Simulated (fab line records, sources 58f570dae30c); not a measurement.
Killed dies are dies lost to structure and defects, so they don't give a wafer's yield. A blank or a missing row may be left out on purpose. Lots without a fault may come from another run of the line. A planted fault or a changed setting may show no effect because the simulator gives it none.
Chamber matching | flow berkeley_cmos170 | UCB170_V2_CMP_02 on cmp-02: 4 sister chambers
The step polishes SiO2. 8 wafers are shown with their chamber, then 12 later ones without.

WAFERS WITH THEIR CHAMBER
wafer  | chamber | motor_current_A (A)
L084.1 | 1       | 16.2
L084.2 | 3       | 15.0
L084.3 | 2       | 15.1
L087.3 | 2       | 15.3
L087.6 | 1       | 16.2
L091.2 | 3       | 15.0
L091.3 | 0       | 18.6
L091.5 | 0       | 17.5

WAFERS WITHOUT THEIR CHAMBER
wafer  | motor_current_A (A)
L094.1 | 15.1
L094.2 | 18.6
L094.5 | 15.7
L092.3 | 15.1
L092.4 | 16.0
L092.6 | 14.5
L096.2 | 14.9
L096.3 | 14.8
L096.5 | 18.4
L097.1 | 14.7
L097.2 | 16.6
L097.6 | 19.0

WHICH CHAMBER EACH WENT THROUGH
wafer  | from the rows above          | in truth
L094.1 | can't be placed: 2 or 3      | 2
L094.2 | 0                            | 0
L094.5 | can't be placed: 1 or 2 or 3 | 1
L092.3 | can't be placed: 2 or 3      | 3
L092.4 | can't be placed: 1 or 2      | 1
L092.6 | can't be placed: 3 or 2      | 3
L096.2 | can't be placed: 3 or 2      | 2
L096.3 | can't be placed: 3 or 2      | 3
L096.5 | 0                            | 0
L097.1 | can't be placed: 3 or 2      | 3
L097.2 | 1                            | 1
L097.6 | 0                            | 0
Placed correctly: 4 of 12. Can't be placed from these rows: 8 (the true chamber is among the candidates in 8). Placed wrongly: 0.
How it was worked out, from the rows above alone: a wafer's distance from a chamber is the root of the sum, over the readings, of the square of ((its reading less the chamber's mean) divided by the reading's scatter). The wafer belongs to the nearest chamber; if the next one is less than 2 further off, it can't be placed. A chamber's mean is the mean of its shown wafers. The scatter: the root of (the sum of the squares of (reading less its chamber's mean) over the shown wafers, divided by (wafers less chambers)).
